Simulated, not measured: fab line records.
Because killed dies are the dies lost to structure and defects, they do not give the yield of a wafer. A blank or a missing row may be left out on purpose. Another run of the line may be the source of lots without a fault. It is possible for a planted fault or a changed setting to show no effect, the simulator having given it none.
fab line records	flow berkeleyCmos170	part 1 of 2: steps 1 to 25 of 35
record: lots: 5	wafers: 15	lastDay: 12
route steps=331 shown START@4 ZERO@6 NWELL@14 PWELL@34
lots with no fault: from the same line, run without faults
startH: hours from the record's opening day to when the first of the lot's shown wafers began	waitH: time in hours since the lot's previous step	" as in the row above	L1.1+2: several wafers, shown together as one row	- either no value or no given start	* or withheld: withheld	< > ~ a bound
route shown NAME@n: a module of which the file shows steps, and the number in the route of the first	usual: mean/standard deviation of fault-free wafers	same: alike in all rows	chamber/n: place in a boat	sites: per-site readings	_std_site: how widely they spread, as a standard deviation	_edge_site: inner sites' mean taken away from outer sites' mean	radiusMm: for every site, how far away it sits from the centre of the wafer	mask NAME#n: copy n	behind: the last tool/chamber to shape the wafer	hold: cause of the lot's hold/its duration in hours/its outcome	device: transistor that didn't switch, given as n, p or np	end of line: tests of these same wafers at the route's end	a step without rows: its recipe alone	killed: dies that structure and defects cost at the first sort, which is not the same as the wafer's yield	map: the dies of a wafer, with x for killed, . for not killed, _ for no die there
set.NAME: setting as actually run; set.NAME@STEP: the setting as run at that earlier step	model.NAME: the simulator's own value behind a step, which no gauge read
a table for each step, a row for each wafer; lots at some steps of the route
services: the hour from which a tool's chamber was out of use, counted from the record's first day as startH (under 0 if before that day), plus the number of hours and why
== steps ==
step: UCB170_START_THK_MEAS_03
recipe: reads: SiO2_of_START_OXIDATION_02
usual: START_OXIDE_THK: 20.1/0.46
lot.wafer	tool	chamber	startH	waitH	START_OXIDE_THK[nm]
L082.4	filmMetro-03	-	54.84	0.0	20.3
L082.5	"	-	"	"	20.1
L082.6	"	-	"	"	20.4
L084.1	filmMetro-03	-	61.71	0.0	20.3
L084.2	"	-	"	"	20.6
L084.3	"	-	"	"	20.9
L085.1	filmMetro-03	-	70.06	0.0	20.0
L085.2	"	-	"	"	19.9
L085.3	"	-	"	"	20.1
L089.2	filmMetro-01	-	86.73	0.0	19.8
L089.3	"	-	"	"	20.0
L089.5	"	-	"	"	20.2
L090.1	filmMetro-01	-	96.98	0.0	19.9
L090.3	"	-	"	"	20.0
L090.6	"	-	"	"	20.1
step: UCB170_START_ANNEAL_04
recipe: tempC: 950	timeS: 1200	ambient: N2
usual: tubeCenterTempC: 949.99/0.088
same: timeS: 1200
lot.wafer	tool	chamber	startH	waitH	tubeCenterTempC
L082.4	furnace-01	0	60.06	5.2	950
L082.5	"	0	"	"	950.15
L082.6	"	0	"	"	949.93
L084.1	furnace-01	0	65.66	3.9	949.99
L084.2	"	0	"	"	949.96
L084.3	"	0	"	"	949.98
L085.1	furnace-01	0	73.60	3.5	949.98
L085.2	"	0	"	"	950.14
L085.3	"	0	"	"	949.95
L089.2	furnace-04	0	91.69	4.9	950.09
L089.3	"	0	"	"	950.18
L089.5	"	0	"	"	949.96
L090.1	furnace-04	0	99.55	2.6	950.07
L090.3	"	0	"	"	950.11
L090.6	"	0	"	"	949.95
step: UCB170_ZERO_HMDS_00
recipe: primeTimeS: 60	primeTempC: 100
usual: chillPlateTempC: 23.00/0.1
same: primeTimeS: 60
lot.wafer	tool	chamber	startH	waitH	chillPlateTempC
L082.4	lithoTrack-04	0	61.75	0.4	23.01
L082.5	"	0	"	"	23.07
L082.6	"	0	"	"	22.89
L084.1	lithoTrack-04	0	67.06	0.1	23.12
L084.2	"	0	"	"	23.20
L084.3	"	0	"	"	23.13
L085.1	lithoTrack-04	0	75.14	0.2	23.08
L085.2	"	0	"	"	22.84
L085.3	"	0	"	"	22.88
L089.2	lithoTrack-04	0	93.11	0.1	23.05
L089.3	"	0	"	"	23.24
L089.5	"	0	"	"	23.03
L090.1	lithoTrack-02	0	101.77	0.9	23.10
L090.3	"	0	"	"	23.12
L090.6	"	0	"	"	23.03
step: UCB170_ZERO_COAT_01
recipe: resist: KrF	spinRpm: 1500	resistThkNm: 900
usual: chillPlateTempC: 23.02/0.1
lot.wafer	tool	chamber	startH	waitH	chillPlateTempC
L082.4	lithoTrack-04	0	61.90	0.1	23.03
L082.5	"	0	"	"	22.90
L082.6	"	0	"	"	23.07
L084.1	lithoTrack-04	0	67.21	0.1	22.95
L084.2	"	0	"	"	23.04
L084.3	"	0	"	"	22.99
L085.1	lithoTrack-04	0	75.29	0.1	23.00
L085.2	"	0	"	"	22.94
L085.3	"	0	"	"	22.94
L089.2	lithoTrack-04	0	93.26	0.1	23.12
L089.3	"	0	"	"	23.13
L089.5	"	0	"	"	22.95
L090.1	lithoTrack-02	0	101.92	0.1	23.20
L090.3	"	0	"	"	23.07
L090.6	"	0	"	"	23.05
step: UCB170_ZERO_SOFTBAKE_02
recipe: resist: KrF	tempC: 130	timeS: 60
usual: chillPlateTempC: 23.01/0.1
same: timeS: 60
lot.wafer	tool	chamber	startH	waitH	chillPlateTempC
L082.4	lithoTrack-04	0	62.05	0.1	22.94
L082.5	"	0	"	"	23.09
L082.6	"	0	"	"	23.06
L084.1	lithoTrack-04	0	67.36	0.1	22.93
L084.2	"	0	"	"	22.99
L084.3	"	0	"	"	22.77
L085.1	lithoTrack-04	0	75.44	0.1	23.16
L085.2	"	0	"	"	22.97
L085.3	"	0	"	"	22.97
L089.2	lithoTrack-04	0	93.41	0.1	23.06
L089.3	"	0	"	"	22.93
L089.5	"	0	"	"	23.06
L090.1	lithoTrack-02	0	102.07	0.1	22.90
L090.3	"	0	"	"	22.98
L090.6	"	0	"	"	23.09
step: UCB170_ZERO_EXPOSE_03
recipe: maskId: PM_MARKS	na: 0.5	sigmaOuter: 0.6	sourceShape: conventional	targetCdNm: 4000	doseMj: 30
lot.wafer	tool	chamber	startH	waitH	mask
L082.4+5+6	krfScanner-02	0	62.18	0.1	PM_MARKS#0
L084.1+2+3	krfScanner-01	0	67.90	0.5	PM_MARKS#0
L085.1+2+3	krfScanner-01	0	75.59	0.1	PM_MARKS#0
L089.2+3+5	krfScanner-02	0	93.86	0.4	PM_MARKS#0
L090.1+3+6	krfScanner-02	0	102.22	0.1	PM_MARKS#0
step: UCB170_ZERO_PEB_04
recipe: pebTempC: 130	pebTimeS: withheld	resist: KrF
usual: chillPlateTempC: 23.01/0.12
lot.wafer	tool	chamber	startH	waitH	chillPlateTempC
L082.4	lithoTrack-02	0	62.38	0.2	22.83
L082.5	"	0	"	"	22.92
L082.6	"	0	"	"	22.90
L084.1	lithoTrack-01	0	68.17	0.3	22.88
L084.2	"	0	"	"	22.91
L084.3	"	0	"	"	22.99
L085.1	lithoTrack-02	0	75.84	0.2	23.24
L085.2	"	0	"	"	23.15
L085.3	"	0	"	"	23.18
L089.2	lithoTrack-02	0	94.40	0.5	23.16
L089.3	"	0	"	"	23.06
L089.5	"	0	"	"	23.11
L090.1	lithoTrack-04	0	102.85	0.6	23.07
L090.3	"	0	"	"	23.10
L090.6	"	0	"	"	23.02
step: UCB170_ZERO_DEVELOP_05
recipe: developer: TMAH	developTimeS: 46.79	resist: KrF	devTempC: 21
usual: chillPlateTempC: 23.03/0.11
lot.wafer	tool	chamber	startH	waitH	chillPlateTempC
L082.4	lithoTrack-02	0	-	-	22.97
L082.5	"	0	"	"	23.00
L082.6	"	0	"	"	23.01
L084.1	lithoTrack-01	0	-	-	23.20
L084.2	"	0	"	"	23.10
L084.3	"	0	"	"	23.21
L085.1	lithoTrack-02	0	-	-	23.05
L085.2	"	0	"	"	22.94
L085.3	"	0	"	"	22.96
L089.2	lithoTrack-02	0	-	-	22.98
L089.3	"	0	"	"	22.84
L089.5	"	0	"	"	22.84
L090.1	lithoTrack-04	0	-	-	22.85
L090.3	"	0	"	"	22.97
L090.6	"	0	"	"	22.95
step: UCB170_ZERO_ETCH_06
recipe: chemistry: CHF3/CF4/Ar	target: SiO2	timeS: 12	pressureMtorr: 100	rfW: 500	CHF3_flow_sccm: 50	cf4FlowSccm: 10	Ar_flow_sccm: 120	overEtchFrac: 1.58
usual: drypumpMotorCurrentA: 5.8/0.53	mfcArSccm: 120.0/0.37	oesProductAu: 0.618/0.0084	throttleValvePct: 9.22/0.16
same: timeS: 12
lot.wafer	tool	chamber	startH	waitH	drypumpMotorCurrentA	mfcArSccm	oesProductAu	rfHoursCounterH	throttleValvePct
L082.4	rieDiel-04	2	62.58	-	4.9	120.1	0.628	106	9.03
L082.5	"	1	"	"	6.3	119.6	0.609	-	9.43
L082.6	"	0	"	"	5.9	119.7	0.604	-	9.37
L084.1	rieDiel-04	3	68.45	-	6.0	120.0	0.613	96	8.97
L084.2	"	0	"	"	6.0	119.5	0.611	13	9.38
L084.3	"	1	"	"	6.3	120.3	0.607	3	9.44
L085.1	rieDiel-01	3	76.11	-	6.3	120.3	0.615	37	9.37
L085.2	"	0	"	"	5.4	119.8	0.617	1	9.04
L085.3	"	2	"	"	6.4	119.9	0.621	38	9.18
L089.2	rieDiel-02	3	94.65	-	6.0	120.3	0.618	59	9.12
L089.3	"	0	"	"	5.6	119.3	0.610	112	9.10
L089.5	"	2	"	"	6.4	120.2	0.643	-	9.35
L090.1	rieDiel-04	1	103.12	-	6.3	120.2	0.610	5	9.43
L090.3	"	2	"	"	4.9	119.7	0.613	108	9.04
L090.6	"	3	"	"	6.0	119.9	0.618	-	8.96
step: UCB170_ZERO_STRIP_07
recipe: chemistry: O2	powerW: 400	pressureMtorr: 3500	platenTempC: withheld	o2FlowSccm: 400	overashFraction: 0.5
usual: drypumpMotorCurrentA: 6.1/0.36	oesProductAu: 0.727/0.0043	stripTimeToEndpointS: 21.45/0.064
lot.wafer	tool	chamber	startH	waitH	drypumpMotorCurrentA	oesProductAu	rfHoursCounterH	stripTimeToEndpointS
L082.4	plasmaAsher-01	0	62.64	0.0	6.3	0.726	-	21.52
L082.5	"	1	"	"	6.0	0.724	-	21.54
L082.6	"	0	"	"	6.3	0.714	-	21.57
L084.1	plasmaAsher-03	1	68.47	0.0	6.4	0.716	28	21.49
L084.2	"	0	"	"	5.2	0.719	28	21.53
L084.3	"	0	"	"	5.2	0.714	-	21.51
L085.1	plasmaAsher-02	0	76.13	0.0	6.1	0.731	32	21.35
L085.2	"	1	"	"	6.3	0.730	32	21.34
L085.3	"	0	"	"	6.2	0.732	-	21.39
L089.2	plasmaAsher-02	0	94.67	0.0	6.1	0.724	34	21.38
L089.3	"	0	"	"	6.1	0.727	-	21.42
L089.5	"	1	"	"	6.3	0.730	-	21.40
L090.1	plasmaAsher-02	1	103.14	0.0	6.4	0.727	35	21.66
L090.3	"	1	"	"	6.4	0.719	-	21.60
L090.6	"	0	"	"	6.2	0.721	-	21.51
step: UCB170_NWELL_WET_ETCH_00
recipe: chemistry: dHF	dilution: 25:1	target: SiO2	tempC: 25	timeS: 200
usual: bathHeatDutyPct: 6.3/0.75
same: timeS: 200
lot.wafer	tool	chamber	startH	waitH	bathHeatDutyPct
L082.4	wetBench-03	0	62.70	0.0	7.3
L082.5	"	0	"	"	7.1
L082.6	"	0	"	"	7.1
L084.1	wetBench-03	1	69.34	0.8	7.4
L084.2	"	1	"	"	6.2
L084.3	"	1	"	"	5.9
L085.1	wetBench-02	3	76.23	0.1	6.6
L085.2	"	3	"	"	5.7
L085.3	"	3	"	"	6.5
L089.2	wetBench-02	3	94.90	0.2	6.1
L089.3	"	3	"	"	5.5
L089.5	"	3	"	"	6.0
L090.1	wetBench-02	2	103.28	0.1	7.5
L090.3	"	2	"	"	7.8
L090.6	"	2	"	"	7.1
step: UCB170_NWELL_OXIDATION_01
recipe: tempC: 1000	ambient: O2	targetThkA: 264	oxTimeS: 1260
usual: tubeCenterTempC: 999.99/0.088
lot.wafer	tool	chamber	startH	waitH	tubeCenterTempC
L082.4	furnace-02	0	65.96	3.2	999.87
L082.5	"	0	"	"	1000.1
L082.6	"	0	"	"	1000.1
L084.1	furnace-02	0	71.31	1.9	999.91
L084.2	"	0	"	"	1000.1
L084.3	"	0	"	"	999.71
L085.1	furnace-01	0	81.60	5.3	1000.2
L085.2	"	0	"	"	999.96
L085.3	"	0	"	"	1000.2
L089.2	furnace-04	0	98.20	3.2	1000.1
L089.3	"	0	"	"	1000.1
L089.5	"	0	"	"	999.91
L090.1	furnace-04	0	106.40	3.1	1000
L090.3	"	0	"	"	1000
L090.6	"	0	"	"	999.96
step: UCB170_NWELL_THK_MEAS_02
recipe: reads: SiO2_of_NWELL_OXIDATION_01
usual: NWELL_OXIDE_THK: 26.6/0.51
lot.wafer	tool	chamber	startH	waitH	NWELL_OXIDE_THK[nm]
L082.4	filmMetro-03	-	67.34	0.0	27.0
L082.5	"	-	"	"	26.8
L082.6	"	-	"	"	26.6
L084.1	filmMetro-02	-	72.68	0.0	26.4
L084.2	"	-	"	"	26.9
L084.3	"	-	"	"	26.7
L085.1	filmMetro-01	-	82.95	0.0	26.6
L085.2	"	-	"	"	26.6
L085.3	"	-	"	"	27.0
L089.2	filmMetro-01	-	99.56	0.0	26.6
L089.3	"	-	"	"	26.5
L089.5	"	-	"	"	26.7
L090.1	filmMetro-03	-	107.75	0.0	26.8
L090.3	"	-	"	"	26.8
L090.6	"	-	"	"	27.1
step: UCB170_NWELL_ANNEAL_03
recipe: tempC: 1000	timeS: 900	ambient: N2
usual: tubeCenterTempC: 999.99/0.091
same: timeS: 900
lot.wafer	tool	chamber	startH	waitH	tubeCenterTempC
L082.4	furnace-01	0	71.00	3.6	1000.1
L082.5	"	0	"	"	999.96
L082.6	"	0	"	"	1000.1
L084.1	furnace-04	0	76.77	4.1	999.8
L084.2	"	0	"	"	999.96
L084.3	"	0	"	"	1000
L085.1	furnace-04	0	89.10	6.1	999.9
L085.2	"	0	"	"	999.92
L085.3	"	0	"	"	999.89
L089.2	furnace-04	0	100.89	1.3	1000.1
L089.3	"	0	"	"	1000
L089.5	"	0	"	"	1000
L090.1	furnace-01	0	112.36	4.6	1000.1
L090.3	"	0	"	"	1000
L090.6	"	0	"	"	999.92
step: UCB170_NWELL_CVD_04
recipe: material: Si3N4	targetThkNm: 224	tempC: 800	precursor: SiH2Cl2/NH3	timeS: 3212	pressureMtorr: 200	sih2cl2FlowSccm: 25	nh3FlowSccm: 75
usual: sih2cl2FlowSccm: 24.98/0.066
same: timeS: 3212
lot.wafer	tool	chamber	startH	waitH	sih2cl2FlowSccm
L082.4	lpcvd-01	1	72.25	0.0	24.94
L082.5	"	1	"	"	25.04
L082.6	"	1	"	"	24.89
L084.1	lpcvd-01	1	78.02	0.0	25.03
L084.2	"	1	"	"	25.03
L084.3	"	1	"	"	25.01
L085.1	lpcvd-01	0	90.35	0.0	24.91
L085.2	"	0	"	"	24.89
L085.3	"	0	"	"	24.88
L089.2	lpcvd-01	0	102.14	0.0	24.94
L089.3	"	0	"	"	25.05
L089.5	"	0	"	"	24.91
L090.1	lpcvd-01	1	113.83	0.2	24.99
L090.3	"	1	"	"	24.95
L090.6	"	1	"	"	24.94
step: UCB170_NWELL_THK_MEAS_05
recipe: reads: Si3N4_of_NWELL_CVD_04
usual: NWELL_NITRIDE_THK: 213.9/1.9
lot.wafer	tool	chamber	startH	waitH	NWELL_NITRIDE_THK[nm]
L082.4	filmMetro-03	-	74.21	0.1	214.9
L082.5	"	-	"	"	213.0
L082.6	"	-	"	"	214.4
L084.1	filmMetro-01	-	79.95	0.0	212.1
L084.2	"	-	"	"	212.7
L084.3	"	-	"	"	212.1
L085.1	filmMetro-02	-	92.29	0.0	213.3
L085.2	"	-	"	"	213.7
L085.3	"	-	"	"	214.5
L089.2	filmMetro-02	-	104.08	0.1	210.9
L089.3	"	-	"	"	212.5
L089.5	"	-	"	"	213.1
L090.1	filmMetro-01	-	115.77	0.0	217.3
L090.3	"	-	"	"	219.5
L090.6	"	-	"	"	218.8
step: UCB170_NWELL_HMDS_06
recipe: primeTimeS: 60	primeTempC: 100
usual: chillPlateTempC: 22.99/0.098
same: primeTimeS: 60
lot.wafer	tool	chamber	startH	waitH	chillPlateTempC
L082.4	lithoTrack-04	0	74.31	0.1	23.00
L082.5	"	0	"	"	23.07
L082.6	"	0	"	"	23.01
L084.1	lithoTrack-01	0	80.56	0.6	22.97
L084.2	"	0	"	"	23.10
L084.3	"	0	"	"	23.00
L085.1	lithoTrack-01	0	92.35	0.1	22.92
L085.2	"	0	"	"	22.96
L085.3	"	0	"	"	22.95
L089.2	lithoTrack-04	0	105.40	1.3	23.17
L089.3	"	0	"	"	23.13
L089.5	"	0	"	"	22.95
L090.1	lithoTrack-03	0	116.14	0.4	23.15
L090.3	"	0	"	"	23.25
L090.6	"	0	"	"	23.03
step: UCB170_NWELL_COAT_07
recipe: resist: KrF	spinRpm: 1500	resistThkNm: 900
usual: chillPlateTempC: 23.00/0.11
lot.wafer	tool	chamber	startH	waitH	chillPlateTempC
L082.4	lithoTrack-04	0	74.46	0.1	23.21
L082.5	"	0	"	"	22.97
L082.6	"	0	"	"	22.99
L084.1	lithoTrack-01	0	80.71	0.1	22.99
L084.2	"	0	"	"	23.03
L084.3	"	0	"	"	23.12
L085.1	lithoTrack-01	0	92.50	0.1	23.00
L085.2	"	0	"	"	23.08
L085.3	"	0	"	"	22.91
L089.2	lithoTrack-04	0	105.55	0.1	22.98
L089.3	"	0	"	"	23.11
L089.5	"	0	"	"	23.01
L090.1	lithoTrack-03	0	116.29	0.1	23.06
L090.3	"	0	"	"	23.09
L090.6	"	0	"	"	23.09
step: UCB170_NWELL_SOFTBAKE_08
recipe: resist: KrF	tempC: 130	timeS: 60
usual: chillPlateTempC: 23.00/0.11
same: timeS: 60
lot.wafer	tool	chamber	startH	waitH	chillPlateTempC
L082.4	lithoTrack-04	0	74.61	0.1	22.96
L082.5	"	0	"	"	23.00
L082.6	"	0	"	"	22.97
L084.1	lithoTrack-01	0	80.86	0.1	23.06
L084.2	"	0	"	"	23.06
L084.3	"	0	"	"	23.04
L085.1	lithoTrack-01	0	92.65	0.1	22.87
L085.2	"	0	"	"	22.91
L085.3	"	0	"	"	22.91
L089.2	lithoTrack-04	0	105.70	0.1	23.03
L089.3	"	0	"	"	22.89
L089.5	"	0	"	"	22.80
L090.1	lithoTrack-03	0	116.44	0.1	22.99
L090.3	"	0	"	"	22.98
L090.6	"	0	"	"	22.90
step: UCB170_NWELL_EXPOSE_09
recipe: maskId: NWELL	targetCdNm: 3000	na: 0.5	sigmaOuter: 0.6	sourceShape: conventional	doseMj: 25
lot.wafer	tool	chamber	startH	waitH	mask
L082.4+5+6	krfScanner-01	0	75.19	0.6	NWELL#0
L084.1+2+3	krfScanner-02	0	81.01	0.1	NWELL#0
L085.1+2+3	krfScanner-01	0	92.92	0.2	NWELL#0
L089.2+3+5	krfScanner-01	0	-	-	NWELL#0
L090.1+3+6	krfScanner-01	0	116.59	0.1	NWELL#0
step: UCB170_NWELL_PEB_10
recipe: pebTempC: 130	pebTimeS: withheld	resist: KrF
usual: chillPlateTempC: 23.00/0.1
lot.wafer	tool	chamber	startH	waitH	chillPlateTempC
L082.4	lithoTrack-03	0	75.64	0.4	23.10
L082.5	"	0	"	"	22.96
L082.6	"	0	"	"	23.03
L084.1	lithoTrack-01	0	81.28	0.3	23.07
L084.2	"	0	"	"	22.94
L084.3	"	0	"	"	23.06
L085.1	lithoTrack-03	0	93.09	0.1	23.06
L085.2	"	0	"	"	23.18
L085.3	"	0	"	"	23.08
L089.2	lithoTrack-04	0	-	-	23.02
L089.3	"	0	"	"	23.04
L089.5	"	0	"	"	23.16
L090.1	lithoTrack-03	0	117.31	0.7	22.92
L090.3	"	0	"	"	23.01
L090.6	"	0	"	"	22.94
step: UCB170_NWELL_DEVELOP_11
recipe: developer: TMAH	developTimeS: 45	resist: KrF	devTempC: 21
usual: chillPlateTempC: 22.99/0.1
lot.wafer	tool	chamber	startH	waitH	chillPlateTempC
L082.4	lithoTrack-03	0	-	-	22.88
L082.5	"	0	"	"	23.12
L082.6	"	0	"	"	23.01
L084.1	lithoTrack-01	0	-	-	22.91
L084.2	"	0	"	"	23.00
L084.3	"	0	"	"	22.97
L085.1	lithoTrack-03	0	-	-	23.12
L085.2	"	0	"	"	22.86
L085.3	"	0	"	"	23.04
L089.2	lithoTrack-04	0	-	-	23.07
L089.3	"	0	"	"	22.94
L089.5	"	0	"	"	22.98
L090.1	lithoTrack-03	0	-	-	23.02
L090.3	"	0	"	"	23.00
L090.6	"	0	"	"	23.14
step: UCB170_NWELL_OVL_MEAS_12
usual: NWELL_OVL: 3/5.6
lot.wafer	tool	chamber	startH	waitH	NWELL_OVL[nm]
L082.4	overlay-02	-	75.85	-	7
L082.5	"	-	"	"	8
L082.6	"	-	"	"	6
L084.1	overlay-01	-	81.59	-	9
L084.2	"	-	"	"	4
L084.3	"	-	"	"	-1
L085.1	overlay-02	-	93.37	-	0
L085.2	"	-	"	"	12
L085.3	"	-	"	"	2
L089.2	overlay-02	-	107.55	-	8
L089.3	"	-	"	"	11
L089.5	"	-	"	"	11
L090.1	overlay-01	-	117.59	-	-6
L090.3	"	-	"	"	-9
L090.6	"	-	"	"	-1
step: UCB170_NWELL_ETCH_13
recipe: chemistry: CH3F/Ar/O2	target: Si3N4	stopOn: SiO2	CH3F_flow_sccm: 20	Ar_flow_sccm: 50	O2_flow_sccm: 7	pressureMtorr: 50	rfW: 450	targetDepthA: 2464	overEtchFrac: 0.1	timeS: 154
usual: drypumpMotorCurrentA: 5.9/0.43	mfcArSccm: 50.00/0.16	oesProductAu: 0.925/0.011	throttleValvePct: 8.05/0.12
same: timeS: 154
lot.wafer	tool	chamber	startH	waitH	drypumpMotorCurrentA	mfcArSccm	oesProductAu	rfHoursCounterH	throttleValvePct
L082.4	rieDiel-03	3	75.87	0.0	5.8	50.19	0.917	140	8.09
L082.5	"	2	"	"	5.9	50.10	0.932	-	8.20
L082.6	"	1	"	"	6.1	50.06	0.922	-	8.09
L084.1	rieDiel-01	0	81.62	0.0	5.5	50.01	0.923	2	7.82
L084.2	"	2	"	"	6.4	50.10	0.920	38	7.97
L084.3	"	3	"	"	6.3	50.05	0.927	38	8.14
L085.1	rieDiel-03	2	93.40	0.0	5.9	50.01	0.940	47	8.18
L085.2	"	0	"	"	5.9	50.10	0.936	162	7.91
L085.3	"	1	"	"	6.1	49.90	0.925	143	8.10
L089.2	rieDiel-02	2	107.58	0.0	6.3	50.13	0.931	80	8.13
L089.3	"	0	"	"	5.6	49.82	0.907	113	7.92
L089.5	"	1	"	"	4.9	49.96	0.902	-	8.18
L090.1	rieDiel-02	2	117.62	0.0	6.3	49.77	0.945	81	8.15
L090.3	"	1	"	"	4.9	49.71	0.930	100	8.18
L090.6	"	3	"	"	6.0	49.83	0.928	-	7.99
step: UCB170_NWELL_IMPLANT_14
recipe: species: P	doseCm2: 1e+13	energyKev: 150	tiltDeg: 7
lot.wafer	tool	chamber	startH	waitH
L082.4+5+6	implanter-04	0	76.12	0.2
L084.1+2+3	implanter-01	0	81.73	0.1
L085.1+2+3	implanter-04	0	93.50	0.1
L089.2+3+5	implanter-01	0	107.71	0.1
L090.1+3+6	implanter-01	0	117.72	0.1
